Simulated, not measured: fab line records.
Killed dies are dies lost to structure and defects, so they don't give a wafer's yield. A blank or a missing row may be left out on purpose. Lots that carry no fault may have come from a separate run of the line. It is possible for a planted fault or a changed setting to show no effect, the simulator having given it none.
Which tool is to blame? | flow berkeleyCmos170 | 21 wafers from 7 lots sampled at 3 of the route's 331 steps

== WHAT THE GAUGES READ, wafer by wafer ==
UCB170_M2_RS_MEAS_02: the measuring method here is four-point-probe.
lot  | measured     | on           | M2_AL_RS (ohm/sq)
L969 | day 8 05:50  | filmMetro-01 | 0.03252 0.03239 0.03245
L971 | day 8 14:58  | filmMetro-01 | 0.03223 0.0321 0.03209
L976 | day 8 23:51  | filmMetro-02 | 0.03248 0.03254 0.03296
L977 | day 9 17:20  | filmMetro-02 | 0.03263 0.03265 0.03258
L982 | day 10 23:34 | filmMetro-01 | 0.0272 0.02721 0.02741
L988 | day 11 22:53 | filmMetro-02 | 0.03219 0.03229 0.03226
L990 | day 12 15:29 | filmMetro-01 | 0.0326 0.03249 0.03237

== WHICH TOOL RAN EACH LOT (tool, then ch and the chambers of the sampled wafers, then the start) ==
lot  | UCB170_CONTACT_STRIP_19             | UCB170_M2_SPUTTER_01
L969 | plasmaAsher-01 ch 0,1, day 7 21:40  | pvdSputter-02, day 8 05:43
L971 | plasmaAsher-01 ch 0,1, day 8 04:15  | pvdSputter-01, day 8 14:50
L976 | plasmaAsher-02 ch 0,1, day 8 11:34  | pvdSputter-03, day 8 23:42
L977 | plasmaAsher-01 ch 1, day 9 09:01    | pvdSputter-03, day 9 17:14
L982 | plasmaAsher-02 ch 0,1, day 10 14:52 | pvdSputter-03, day 10 23:26
L988 | plasmaAsher-01 ch 0,1, day 11 12:58 | pvdSputter-01, day 11 22:48
L990 | plasmaAsher-02 ch 0,1, day 12 03:23 | pvdSputter-02, day 12 15:25
- UCB170_CONTACT_STRIP_19: strips in O2.
- UCB170_M2_SPUTTER_01: material Al, target thk 900 nm, time 120 s.

== THE ANSWER, worked out from the rows above alone ==
Rule: usual is defined by the lots themselves. Put in order of their means at a reading, lots are off if they are a third of the lots or fewer, leave a main group of 4 or more, and stand apart from it by a gap of 3 or more times the standard deviation of the main group's means; of several such gaps the widest counts. If all means in a main group match to the digits the tables above print for the reading, that group is not used. A lot without any number at a reading at which 4 lots or more have one is off too. All remaining lots with rows at the step are treated as sound.
Off: at UCB170_M2_RS_MEAS_02 (M2_AL_RS), L982. The main group has a mean of 0.03243 ohm/sq with a standard deviation of 0.00019.
A tool fits if, at a process step before that reading, it ran every lot that is off, and no sound lot after the first of them. Gauges at UCB170_M2_RS_MEAS_02: tried the same way as those tools. One fits: UCB170_M2_SPUTTER_01 on pvdSputter-03. Its last sound lot is L977 (day 9 17:14), its first lot that is off L982 (day 10 23:26): a fault that began between those two fits.

== WHAT WAS PUT IN BY THE SIMULATOR ==
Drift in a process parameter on pvdSputter-03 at UCB170_M2_SPUTTER_01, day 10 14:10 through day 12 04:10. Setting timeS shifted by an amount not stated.
Lots struck among those shown: L982. Same finding as the rule above.
